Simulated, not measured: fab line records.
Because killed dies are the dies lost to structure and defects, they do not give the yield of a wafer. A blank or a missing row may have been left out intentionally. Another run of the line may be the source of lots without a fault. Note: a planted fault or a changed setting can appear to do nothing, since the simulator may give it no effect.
What tool caused it? ; flow berkeleyCmos170 ; Sampling: 13 lots, 39 wafers, 2 of 331 route steps

## WHAT EACH GAUGE READ, for each wafer
UCB170_PLDD_OVL_MEAS_07.
lot;measured;on;PLDD_OVL (nm)
L580;day 6 08:41;overlay-01;13 4 10
L578;day 6 09:07;overlay-02;9 9 10
L577;day 6 13:24;overlay-02;-2 -12 -1
L581;day 7 01:33;overlay-01;292 291 296 286 292 290
L582;day 7 13:05;overlay-02;293 286 291 287 281 287
L586;day 8 05:57;overlay-02;292 286 298 294 288 293
L588;day 8 21:15;overlay-02;297 296 296 292 298 299
L590;day 9 07:47;overlay-01;-11 -7 1
L596;day 9 15:08;overlay-02;3 5 4
L595;day 9 15:18;overlay-01;7 8 7
L597;day 10 12:04;overlay-01;-7 -4 -4
L599;day 10 19:58;overlay-01;-4 -1 0
L600;day 11 02:17;overlay-01;3 7 0

## WHICH TOOL RAN EACH LOT (tool, then ch and the chambers of the sampled wafers, then the start)
lot;UCB170_PLDD_EXPOSE_03
L580;krfScanner-01 ch 0, day 6 08:11
L578;krfScanner-02 ch 0, day 6 08:36
L577;krfScanner-02 ch 0, day 6 12:53
L581;krfScanner-01 ch 0, day 7 00:41
L582;krfScanner-01 ch 0, day 7 11:52
L586;krfScanner-01 ch 0, day 8 05:18
L588;krfScanner-01 ch 0, day 8 20:44
L590;krfScanner-02 ch 0, day 9 07:14
L596;krfScanner-02 ch 0, day 9 14:35
L595;krfScanner-02 ch 0, day 9 14:44
L597;krfScanner-02 ch 0, day 10 11:32
L599;krfScanner-02 ch 0, day 10 19:28
L600;krfScanner-02 ch 0, day 11 01:40
- UCB170_PLDD_EXPOSE_03: exposes mask PSELECT, target cd 1200 nm.

## AS READ BY THE TOOLS THEMSELVES (means over the sampled wafers that have a number; for cases with no such wafer, the mark the record gives instead)
The record holds no such reading with a usual standard deviation.

## THE ANSWER, worked out from the rows above alone
Rule: what is usual is taken from the lots themselves. The widest of any qualifying gaps counts: lots, ordered by their means at a reading, are off when they make up no more than a third of the lots, leave a main group of 4 or more, and stand apart from it by 3 or more times the standard deviation of that group's means. Not used: any main group whose means are identical at the precision the tables above print for the reading. Also off: a lot with no number at a reading for which 4 or more lots have one. The other lots that the step has rows for count as sound. After the gauges, taken in route order, come the tools' own readings; for these a lot's mean is taken, as printed above. The first step at which some lot is off is used, and at that step the reading that is off furthest; a lot without a number counts as furthest.
Off: at UCB170_PLDD_OVL_MEAS_07 (PLDD_OVL), L581, L582, L586, L588. For the main group the mean is 2 nm and the standard deviation 5.8.
A tool fits if, at a process step before that reading, it ran every lot that is off, and no sound lot after the first of them. The gauges at UCB170_PLDD_OVL_MEAS_07 are tried like those tools. One fits: UCB170_PLDD_EXPOSE_03 on krfScanner-01. A fault onset in the window from L580 (day 6 08:11, its last sound lot) to L581 (day 7 00:41, its first lot off) fits.

## WHAT WAS PUT IN BY THE SIMULATOR
Scanner matching overlay: krfScanner-01, from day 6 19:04 on, at UCB170_PLDD_EXPOSE_03. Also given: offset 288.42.
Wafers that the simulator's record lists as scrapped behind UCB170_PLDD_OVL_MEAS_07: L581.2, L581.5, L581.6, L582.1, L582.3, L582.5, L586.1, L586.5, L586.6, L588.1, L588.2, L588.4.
Shown lots that were struck: L581, L582, L586, L588. The rule given above showed the same thing.
